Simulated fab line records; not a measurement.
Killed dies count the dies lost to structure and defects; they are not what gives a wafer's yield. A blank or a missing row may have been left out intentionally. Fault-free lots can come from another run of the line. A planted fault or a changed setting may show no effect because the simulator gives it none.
fab line records	flow berkeleyCmos170	part 1 of 2: steps 1 to 24 of 34
record lots=5	wafers=15	lastDay=9
route steps=331 shown V1@265 M2@271 V2@292
lots that met no fault: taken from a fault-free run of the same line
startH: hours from the record's first day to the start of the lot's first wafer shown	waitH: time in hours since the lot's previous step	" the same as in the row above	L1.1+2: a single row standing in for several wafers	- no value present, or no start provided	* or withheld: withheld	< > ~ a bound
route shown NAME@n: a module of which the file shows steps, and the number in the route of the first	usual: mean/standard deviation of fault-free wafers	same: alike in all rows	chamber/n: place in a boat	sites: each site's reading	_std_site: the values' standard deviation	_edge_site: inner sites' mean taken away from outer sites' mean	radiusMm: for every site, how far away it sits from the centre of the wafer	mask NAME#n: copy n	behind: the last tool/chamber to shape the wafer	hold: the reason the lot was held/the length of the hold in hours/how it ended	device: the n, p or np transistor that did not switch	end of line: the route-end tests of the same wafers	step lacking rows: just its recipe	killed: not the wafer's yield, but the dies lost to structure and defects at the first sort	map: shows each die of a wafer: x if killed, . if not, _ if none is there
set.NAME: the setting as run; set.NAME@STEP: as run at that earlier step	model.NAME: the simulator's own value behind a step, which no gauge read
lots seen at some steps along the route; tables by step, rows by wafer
services: a tool's chamber out of use, with start hour (startH, from the record's first day; less than 0 if before it), hours out, and reason
## steps
# step UCB170_V1_DEVELOP_11
# recipe developer=TMAH	developTimeS=45	resist=KrF	devTempC=21
# usual resistLineTempC=22.97/0.11
# same developTimeS=45
lot.wafer	tool	chamber	startH	waitH	resistLineTempC
L074.1	lithoTrack-03	0	-	-	22.85
L074.2	"	0	"	"	22.97
L074.6	"	0	"	"	22.98
L076.2	lithoTrack-01	0	-	-	23.01
L076.4	"	0	"	"	23.06
L076.6	"	0	"	"	23.06
L081.1	lithoTrack-02	0	-	-	23.03
L081.2	"	0	"	"	22.97
L081.6	"	0	"	"	22.99
L084.3	lithoTrack-01	0	-	-	22.94
L084.4	"	0	"	"	23.09
L084.6	"	0	"	"	22.89
L082.2	lithoTrack-03	0	-	-	22.97
L082.3	"	0	"	"	23.01
L082.6	"	0	"	"	22.87
# step UCB170_V1_CD_MEAS_12
# recipe targetCdNm=700
# usual cdNm=700.1/1.3
lot.wafer	tool	chamber	startH	waitH	cdNm
L074.1	cdSem-02	-	162.32	-	701.1
L074.2	"	-	"	"	700.0
L074.6	"	-	"	"	700.9
L076.2	cdSem-01	-	172.66	-	697.1
L076.4	"	-	"	"	697.2
L076.6	"	-	"	"	698.1
L081.1	cdSem-02	-	181.37	-	700.8
L081.2	"	-	"	"	699.6
L081.6	"	-	"	"	700.1
L084.3	cdSem-01	-	204.89	-	699.0
L084.4	"	-	"	"	699.4
L084.6	"	-	"	"	697.6
L082.2	cdSem-02	-	205.07	-	700.3
L082.3	"	-	"	"	701.2
L082.6	"	-	"	"	702.3
# step UCB170_V1_OVL_MEAS_13
# usual V1_OVL=3/4.4
lot.wafer	tool	chamber	startH	waitH	V1_OVL[nm]
L074.1	overlay-02	-	162.44	0.1	1
L074.2	"	-	"	"	0
L074.6	"	-	"	"	9
L076.2	overlay-01	-	172.76	0.1	-4
L076.4	"	-	"	"	4
L076.6	"	-	"	"	-3
L081.1	overlay-01	-	181.49	0.1	6
L081.2	"	-	"	"	2
L081.6	"	-	"	"	1
L084.3	overlay-02	-	204.98	0.1	9
L084.4	"	-	"	"	5
L084.6	"	-	"	"	6
L082.2	overlay-02	-	205.17	0.1	-1
L082.3	"	-	"	"	0
L082.6	"	-	"	"	-1
# step UCB170_V1_ETCH_14
# recipe chemistry=CHF3/CF4/Ar	target=SiO2	stopOn=Al	CHF3_flow_sccm=45	cf4FlowSccm=15	Ar_flow_sccm=150	pressureMtorr=200	rfW=700	targetDepthA=12500	overEtchFrac=0.25	timeS=291
# usual CHF3_flow_sccm=45.01/0.14	drypumpMotorCurrentA=5.8/0.42	mfcArSccm=150.0/0.49	oesProductAu=0.876/0.014	throttleValvePct=6.95/0.11
lot.wafer	tool	chamber	startH	waitH	CHF3_flow_sccm	drypumpMotorCurrentA	mfcArSccm	oesProductAu	rfHoursCounterH	throttleValvePct
L074.1	rieDiel-01	2	162.48	0.0	45.04	6.1	150.3	0.866	3	6.98
L074.2	"	1	"	"	44.97	6.0	149.8	0.863	64	6.71
L074.6	"	1	"	"	45.09	6.1	150.2	0.855	-	6.70
L076.2	rieDiel-01	3	172.79	0.0	45.08	5.6	149.9	0.891	8	6.85
L076.4	"	2	"	"	44.95	6.1	150.3	0.875	3	6.99
L076.6	"	1	"	"	45.00	6.1	150.1	0.862	-	6.71
L081.1	rieDiel-02	1	181.53	0.0	45.12	5.6	150.3	0.876	73	6.98
L081.2	"	3	"	"	45.11	6.0	149.4	0.857	42	6.98
L081.6	"	3	"	"	45.14	6.0	149.7	0.860	-	6.99
L084.3	rieDiel-03	2	205.00	0.0	44.93	5.6	150.3	0.869	91	6.96
L084.4	"	0	"	"	45.14	5.3	150.7	0.853	110	6.92
L084.6	"	1	"	"	44.84	5.3	150.0	0.875	-	6.94
L082.2	rieDiel-01	3	205.20	0.0	44.79	5.6	150.8	0.884	9	6.84
L082.3	"	1	"	"	44.95	6.1	150.0	0.862	66	6.72
L082.6	"	2	"	"	44.91	6.1	150.2	0.866	-	6.99
# step UCB170_V1_STRIP_15
# recipe chemistry=O2	powerW=400	pressureMtorr=3500	platenTempC=withheld	o2FlowSccm=400	overashFraction=0.5
# usual drypumpMotorCurrentA=5.9/0.49	oesProductAu=0.722/0.0043	stripTimeToEndpointS=15.30/0.098
lot.wafer	tool	chamber	startH	waitH	drypumpMotorCurrentA	oesProductAu	rfHoursCounterH	stripTimeToEndpointS
L074.1	plasmaAsher-03	0	162.66	0.1	6.4	0.722	47	15.32
L074.2	"	1	"	"	5.2	0.728	47	15.39
L074.6	"	1	"	"	5.3	0.718	-	15.43
L076.2	plasmaAsher-01	1	172.97	0.1	5.6	0.720	6	15.33
L076.4	"	1	"	"	5.7	0.721	-	15.40
L076.6	"	0	"	"	6.4	0.718	-	15.38
L081.1	plasmaAsher-01	0	181.71	0.1	6.4	0.721	7	15.40
L081.2	"	1	"	"	5.7	0.714	7	15.33
L081.6	"	0	"	"	6.4	0.724	-	15.35
L084.3	plasmaAsher-03	1	205.21	0.1	5.2	0.707	-	15.19
L084.4	"	0	"	"	6.4	0.721	-	15.27
L084.6	"	0	"	"	6.4	0.721	-	15.38
L082.2	plasmaAsher-01	0	205.38	0.1	6.5	0.725	10	15.31
L082.3	"	0	"	"	6.5	0.722	-	15.26
L082.6	"	0	"	"	6.4	0.723	-	15.23
# step UCB170_V1_CD_MEAS_90
# recipe targetCdNm=700
# usual cdNm=699.9/1.5
lot.wafer	tool	chamber	startH	waitH	cdNm
L074.1	cdSem-01	-	162.76	0.1	700.0
L074.2	"	-	"	"	698.5
L074.6	"	-	"	"	699.7
L076.2	cdSem-02	-	173.09	0.1	696.5
L076.4	"	-	"	"	696.5
L076.6	"	-	"	"	697.9
L081.1	cdSem-01	-	181.88	0.1	700.2
L081.2	"	-	"	"	699.0
L081.6	"	-	"	"	699.8
L084.3	cdSem-01	-	205.32	0.1	698.3
L084.4	"	-	"	"	699.7
L084.6	"	-	"	"	697.0
L082.2	cdSem-02	-	205.50	0.1	701.7
L082.3	"	-	"	"	700.6
L082.6	"	-	"	"	702.8
# step UCB170_M2_PRE_CLEAN_00
# recipe gas=Ar	precleanEtchTimeS=60
# same precleanEtchTimeS=60
lot.wafer	tool	chamber	startH	waitH
L074.1+2+6	pvdSputter-01	-	162.88	0.1
L076.2+4+6	pvdSputter-02	-	173.19	0.1
L081.1+2+6	pvdSputter-04	-	182.00	0.1
L084.3+4+6	pvdSputter-02	-	205.40	0.1
L082.2+3+6	pvdSputter-04	-	205.60	0.1
# step UCB170_M2_SPUTTER_01
# recipe material=Al	targetThkNm=900	timeS=120	powerW=5884	chamberPressurePa=0.5
# usual throttleValvePct=30.5/0.91
lot.wafer	tool	chamber	startH	waitH	throttleValvePct
L074.1	pvdSputter-01	-	162.94	0.0	29.8
L074.2	"	-	"	"	31.2
L074.6	"	-	"	"	29.8
L076.2	pvdSputter-02	-	173.26	0.0	30.4
L076.4	"	-	"	"	31.1
L076.6	"	-	"	"	30.5
L081.1	pvdSputter-04	-	182.07	0.0	32.4
L081.2	"	-	"	"	29.9
L081.6	"	-	"	"	30.9
L084.3	pvdSputter-02	-	205.47	0.0	30.5
L084.4	"	-	"	"	30.5
L084.6	"	-	"	"	31.2
L082.2	pvdSputter-04	-	205.67	0.0	32.1
L082.3	"	-	"	"	30.0
L082.6	"	-	"	"	29.9
# step UCB170_M2_RS_MEAS_02
# recipe thkMeasGauge=four-point-probe	reads=Al_of_M2_SPUTTER_01
# usual M2_AL_RS=0.03276/0.00026
lot.wafer	tool	chamber	startH	waitH	M2_AL_RS[ohm/sq]
L074.1	filmMetro-02	-	163.03	0.0	0.03291
L074.2	"	-	"	"	0.03281
L074.6	"	-	"	"	0.03273
L076.2	filmMetro-03	-	173.36	0.1	0.03281
L076.4	"	-	"	"	0.03304
L076.6	"	-	"	"	0.03302
L081.1	filmMetro-02	-	182.15	0.0	0.03275
L081.2	"	-	"	"	0.03276
L081.6	"	-	"	"	0.03258
L084.3	filmMetro-03	-	205.67	0.2	0.03253
L084.4	"	-	"	"	0.03255
L084.6	"	-	"	"	0.03253
L082.2	filmMetro-03	-	205.83	0.1	0.03303
L082.3	"	-	"	"	0.0331
L082.6	"	-	"	"	0.03315
# step UCB170_M2_THK_MEAS_03
# recipe thkMeasGauge=xrf	reads=Al_of_M2_SPUTTER_01
# usual M2_AL_THK=878/8.1
lot.wafer	tool	chamber	startH	waitH	M2_AL_THK[nm]
L074.1	filmMetro-02	-	163.15	0.1	870
L074.2	"	-	"	"	871
L074.6	"	-	"	"	873
L076.2	filmMetro-03	-	173.47	0.1	878
L076.4	"	-	"	"	868
L076.6	"	-	"	"	872
L081.1	filmMetro-02	-	182.27	0.1	873
L081.2	"	-	"	"	872
L081.6	"	-	"	"	879
L084.3	filmMetro-03	-	205.77	0.1	882
L084.4	"	-	"	"	885
L084.6	"	-	"	"	888
L082.2	filmMetro-03	-	205.94	0.1	869
L082.3	"	-	"	"	866
L082.6	"	-	"	"	866
# step UCB170_M2_HMDS_04
# recipe primeTimeS=60	primeTempC=100
# usual resistLineTempC=22.99/0.1
lot.wafer	tool	chamber	startH	waitH	resistLineTempC
L074.1	lithoTrack-02	0	163.21	0.1	22.96
L074.2	"	0	"	"	23.20
L074.6	"	0	"	"	23.04
L076.2	lithoTrack-02	0	173.55	0.1	23.05
L076.4	"	0	"	"	23.05
L076.6	"	0	"	"	23.11
L081.1	lithoTrack-02	0	182.47	0.2	22.84
L081.2	"	0	"	"	22.80
L081.6	"	0	"	"	22.84
L084.3	lithoTrack-01	0	205.86	0.1	23.07
L084.4	"	0	"	"	22.96
L084.6	"	0	"	"	23.10
L082.2	lithoTrack-04	0	206.13	0.2	22.82
L082.3	"	0	"	"	23.02
L082.6	"	0	"	"	22.90
# step UCB170_M2_COAT_05
# recipe resist=KrF	spinRpm=1500	resistThkNm=900
# usual dispensePressureKPa=54.7/2.1	resistLineTempC=23.00/0.095	spinSpeedRpm=1499.8/0.98
lot.wafer	tool	chamber	startH	waitH	dispensePressureKPa	resistLineTempC	spinSpeedRpm
L074.1	lithoTrack-02	0	163.36	0.1	55.4	23.05	1501.2
L074.2	"	0	"	"	55.4	22.88	1502.4
L074.6	"	0	"	"	55.4	23.07	1500.0
L076.2	lithoTrack-02	0	173.70	0.1	55.4	22.88	1501.6
L076.4	"	0	"	"	55.4	22.90	1500.6
L076.6	"	0	"	"	55.3	22.89	1498.7
L081.1	lithoTrack-02	0	182.62	0.1	55.4	23.02	1499.1
L081.2	"	0	"	"	55.4	23.02	1501.3
L081.6	"	0	"	"	55.4	23.05	1501.6
L084.3	lithoTrack-01	0	206.01	0.1	51.2	22.93	1500.7
L084.4	"	0	"	"	51.2	22.84	1498.7
L084.6	"	0	"	"	51.2	23.02	1499.9
L082.2	lithoTrack-04	0	206.28	0.1	56.4	23.07	1500.6
L082.3	"	0	"	"	56.4	23.07	1499.4
L082.6	"	0	"	"	56.4	22.96	1501.3
# step UCB170_M2_SOFTBAKE_06
# recipe resist=KrF	tempC=130	timeS=60
# usual resistLineTempC=23.00/0.11
lot.wafer	tool	chamber	startH	waitH	resistLineTempC
L074.1	lithoTrack-02	0	163.51	0.1	23.16
L074.2	"	0	"	"	23.19
L074.6	"	0	"	"	23.10
L076.2	lithoTrack-02	0	173.85	0.1	23.01
L076.4	"	0	"	"	22.95
L076.6	"	0	"	"	22.86
L081.1	lithoTrack-02	0	182.77	0.1	22.99
L081.2	"	0	"	"	23.01
L081.6	"	0	"	"	22.93
L084.3	lithoTrack-01	0	206.16	0.1	22.98
L084.4	"	0	"	"	22.79
L084.6	"	0	"	"	22.93
L082.2	lithoTrack-04	0	206.43	0.1	22.95
L082.3	"	0	"	"	23.09
L082.6	"	0	"	"	22.96
# step UCB170_M2_STRIP_07
# recipe chemistry=O2	powerW=400	pressureMtorr=3500	platenTempC=withheld	o2FlowSccm=400	overashFraction=0.5
# usual drypumpMotorCurrentA=5.9/0.46	oesProductAu=0.735/0.0043	stripTimeToEndpointS=21.98/0.055
lot.wafer	tool	chamber	startH	waitH	drypumpMotorCurrentA	oesProductAu	rfHoursCounterH	stripTimeToEndpointS
L074.1	plasmaAsher-01	1	163.66	0.1	5.7	0.736	5	21.99
L074.2	"	0	"	"	6.4	0.736	5	22.07
L074.6	"	0	"	"	6.4	0.743	-	22.02
L076.2	plasmaAsher-03	1	173.97	0.1	5.3	0.741	49	22.00
L076.4	"	1	"	"	5.3	0.733	-	21.95
L076.6	"	0	"	"	6.4	0.738	-	22.03
L081.1	plasmaAsher-03	0	182.92	0.1	6.4	0.744	50	21.90
L081.2	"	1	"	"	5.3	0.735	50	21.92
L081.6	"	1	"	"	5.3	0.734	-	21.89
L084.3	plasmaAsher-01	1	206.30	0.1	5.7	0.728	-	21.97
L084.4	"	0	"	"	6.4	0.734	-	21.96
L084.6	"	0	"	"	6.4	0.734	-	21.97
L082.2	plasmaAsher-03	1	206.56	0.1	5.3	0.738	53	21.91
L082.3	"	1	"	"	5.2	0.737	-	21.88
L082.6	"	0	"	"	6.4	0.734	-	21.90
# step UCB170_M2_STRIP_08
# recipe chemistry=DMSO	tempC=80	timeS=600	material=KrF
lot.wafer	tool	chamber	startH	waitH
L074.1+2+6	wetBench-01	1	163.76	0.1
L076.2+4+6	wetBench-01	2	174.07	0.1
L081.1+2+6	wetBench-04	3	183.02	0.1
L084.3+4+6	wetBench-03	3	206.38	0.0
L082.2+3+6	wetBench-01	0	206.69	0.1
# step UCB170_M2_COAT_09
# recipe resist=BARC	tempC=withheld	timeS=withheld	spinRpm=3000	resistThkNm=withheld
# usual dispensePressureKPa=53.8/2.3	resistLineTempC=*	spinSpeedRpm=2999.7/1.8
lot.wafer	tool	chamber	startH	waitH	dispensePressureKPa	resistLineTempC	spinSpeedRpm
L074.1	lithoTrack-01	0	164.02	0.1	51.3	*	2997.3
L074.2	"	0	"	"	51.3	*	2998.3
L074.6	"	0	"	"	51.2	*	2994.0
L076.2	lithoTrack-04	0	174.33	0.1	56.3	*	2997.5
L076.4	"	0	"	"	56.4	*	3001.0
L076.6	"	0	"	"	56.3	*	2999.7
L081.1	lithoTrack-04	0	183.76	0.6	56.4	*	2999.7
L081.2	"	0	"	"	56.4	*	3001.2
L081.6	"	0	"	"	56.4	*	2999.8
L084.3	lithoTrack-01	0	206.60	0.1	51.3	*	3003.0
L084.4	"	0	"	"	51.3	*	3003.0
L084.6	"	0	"	"	51.3	*	2995.6
L082.2	lithoTrack-04	0	206.89	0.0	56.3	*	2999.5
L082.3	"	0	"	"	56.4	*	2999.6
L082.6	"	0	"	"	56.3	*	3003.7
# step UCB170_M2_COAT_10
# recipe resist=KrF	spinRpm=1500	resistThkNm=900
# usual dispensePressureKPa=53.7/2.3	resistLineTempC=22.98/0.092	spinSpeedRpm=1500.0/1
lot.wafer	tool	chamber	startH	waitH	dispensePressureKPa	resistLineTempC	spinSpeedRpm
L074.1	lithoTrack-01	0	-	-	51.2	22.85	1498.4
L074.2	"	0	"	"	51.2	23.01	1499.3
L074.6	"	0	"	"	51.2	22.83	1499.4
L076.2	lithoTrack-04	0	-	-	56.4	23.02	1500.5
L076.4	"	0	"	"	56.4	22.69	1500.5
L076.6	"	0	"	"	56.4	22.93	1499.9
L081.1	lithoTrack-04	0	-	-	56.4	23.01	1498.6
L081.2	"	0	"	"	56.4	23.01	1498.0
L081.6	"	0	"	"	56.4	22.89	1497.9
L084.3	lithoTrack-01	0	-	-	51.2	22.92	1500.8
L084.4	"	0	"	"	51.2	22.92	1500.1
L084.6	"	0	"	"	51.2	22.80	1500.2
L082.2	lithoTrack-04	0	-	-	56.4	23.02	1502.2
L082.3	"	0	"	"	56.4	23.04	1500.5
L082.6	"	0	"	"	56.4	23.09	1500.7
# step UCB170_M2_SOFTBAKE_11
# recipe resist=KrF	tempC=130	timeS=60
# usual resistLineTempC=22.99/0.11
lot.wafer	tool	chamber	startH	waitH	resistLineTempC
L074.1	lithoTrack-01	0	-	-	23.15
L074.2	"	0	"	"	23.24
L074.6	"	0	"	"	23.18
L076.2	lithoTrack-04	0	-	-	23.03
L076.4	"	0	"	"	23.07
L076.6	"	0	"	"	23.10
L081.1	lithoTrack-04	0	-	-	22.74
L081.2	"	0	"	"	22.89
L081.6	"	0	"	"	22.95
L084.3	lithoTrack-01	0	-	-	22.96
L084.4	"	0	"	"	23.11
L084.6	"	0	"	"	23.07
L082.2	lithoTrack-04	0	-	-	22.96
L082.3	"	0	"	"	22.97
L082.6	"	0	"	"	22.99
# step UCB170_M2_EXPOSE_12
# recipe maskId=METAL2	targetCdNm=700	na=0.5	sigmaOuter=0.6	sourceShape=conventional	doseMj=26
lot.wafer	tool	chamber	startH	waitH	mask
L074.1+2+6	krfScanner-02	0	164.47	-	METAL2#0
L076.2+4+6	krfScanner-01	0	174.77	-	METAL2#0
L081.1+2+6	krfScanner-01	0	-	-	METAL2#0
L084.3+4+6	krfScanner-01	0	207.24	-	METAL2#0
L082.2+3+6	krfScanner-01	0	207.33	-	METAL2#0
# step UCB170_M2_PEB_13
# recipe pebTempC=130	pebTimeS=withheld	resist=KrF
# usual resistLineTempC=23.03/0.095
lot.wafer	tool	chamber	startH	waitH	resistLineTempC
L074.1	lithoTrack-01	0	164.58	0.1	23.00
L074.2	"	0	"	"	23.17
L074.6	"	0	"	"	23.03
L076.2	lithoTrack-04	0	175.05	0.3	23.02
L076.4	"	0	"	"	23.12
L076.6	"	0	"	"	23.13
L081.1	lithoTrack-02	0	-	-	22.93
L081.2	"	0	"	"	23.06
L081.6	"	0	"	"	22.95
L084.3	lithoTrack-04	0	207.36	0.1	22.87
L084.4	"	0	"	"	23.09
L084.6	"	0	"	"	22.79
L082.2	lithoTrack-02	0	207.46	0.1	23.14
L082.3	"	0	"	"	23.26
L082.6	"	0	"	"	23.18
# step UCB170_M2_DEVELOP_14
# recipe developer=TMAH	developTimeS=45	resist=KrF	devTempC=21
# usual resistLineTempC=23.02/0.1
# same developTimeS=45
lot.wafer	tool	chamber	startH	waitH	resistLineTempC
L074.1	lithoTrack-01	0	-	-	22.97
L074.2	"	0	"	"	23.10
L074.6	"	0	"	"	23.04
L076.2	lithoTrack-04	0	-	-	23.11
L076.4	"	0	"	"	22.85
L076.6	"	0	"	"	23.08
L081.1	lithoTrack-02	0	-	-	22.91
L081.2	"	0	"	"	22.79
L081.6	"	0	"	"	22.96
L084.3	lithoTrack-04	0	-	-	22.89
L084.4	"	0	"	"	23.13
L084.6	"	0	"	"	22.99
L082.2	lithoTrack-02	0	-	-	23.14
L082.3	"	0	"	"	23.05
L082.6	"	0	"	"	23.19
# step UCB170_M2_CD_MEAS_15
# recipe targetCdNm=700
# usual cdNm=700.4/1.3
lot.wafer	tool	chamber	startH	waitH	cdNm
L074.1	cdSem-02	-	164.86	-	701.5
L074.2	"	-	"	"	700.0
L074.6	"	-	"	"	701.4
L076.2	cdSem-02	-	175.33	-	701.8
L076.4	"	-	"	"	702.1
L076.6	"	-	"	"	700.4
L081.1	cdSem-01	-	185.82	-	701.4
L081.2	"	-	"	"	700.8
L081.6	"	-	"	"	702.4
L084.3	cdSem-02	-	207.63	-	700.4
L084.4	"	-	"	"	700.4
L084.6	"	-	"	"	699.4
L082.2	cdSem-01	-	207.73	-	697.2
L082.3	"	-	"	"	699.1
L082.6	"	-	"	"	700.1
# step UCB170_M2_OVL_MEAS_16
# usual M2_OVL=-4/5.1
lot.wafer	tool	chamber	startH	waitH	M2_OVL[nm]
L074.1	overlay-02	-	164.98	0.1	-11
L074.2	"	-	"	"	-1
L074.6	"	-	"	"	-1
L076.2	overlay-01	-	175.43	0.1	1
L076.4	"	-	"	"	4
L076.6	"	-	"	"	3
L081.1	overlay-02	-	185.94	0.1	-1
L081.2	"	-	"	"	4
L081.6	"	-	"	"	1
L084.3	overlay-02	-	207.72	0.1	-8
L084.4	"	-	"	"	-8
L084.6	"	-	"	"	-14
L082.2	overlay-01	-	207.83	0.1	-2
L082.3	"	-	"	"	-4
L082.6	"	-	"	"	-4
# step UCB170_M2_ETCH_17
# recipe chemistry=N2/H2	targetDepthA=withheld	overetchA=withheld	target=BARC	timeS=withheld	sourceW=500	biasW=100	pressureMtorr=30	n2FlowSccm=100	h2FlowSccm=200
# usual drypumpMotorCurrentA=5.8/0.38	h2FlowSccm=200.0/0.61	oesProductAu=1.000/0.021	throttleValvePct=13.25/0.19
lot.wafer	tool	chamber	startH	waitH	drypumpMotorCurrentA	h2FlowSccm	oesProductAu	throttleValvePct
L074.1	rieDiel-02	0	165.01	0.0	5.3	200.2	1.002	13.32
L074.2	"	1	"	"	5.6	200.5	0.999	13.28
L074.6	"	1	"	"	5.6	199.7	1.012	13.29
L076.2	rieDiel-04	0	175.46	0.0	6.3	198.7	0.958	13.02
L076.4	"	1	"	"	6.4	199.0	0.988	12.96
L076.6	"	1	"	"	6.4	199.4	0.987	12.95
L081.1	rieDiel-02	2	185.98	0.0	6.2	200.8	1.017	13.45
L081.2	"	0	"	"	5.3	199.5	1.009	13.33
L081.6	"	0	"	"	5.3	200.1	1.002	13.34
L084.3	rieDiel-04	1	207.74	0.0	6.4	201.0	0.983	12.96
L084.4	"	2	"	"	5.5	199.7	1.017	13.47
L084.6	"	2	"	"	5.5	200.0	1.012	13.47
L082.2	rieDiel-01	1	207.86	0.0	6.0	199.5	0.972	12.93
L082.3	"	2	"	"	6.1	200.3	0.997	13.39
L082.6	"	0	"	"	5.3	199.3	1.024	13.41
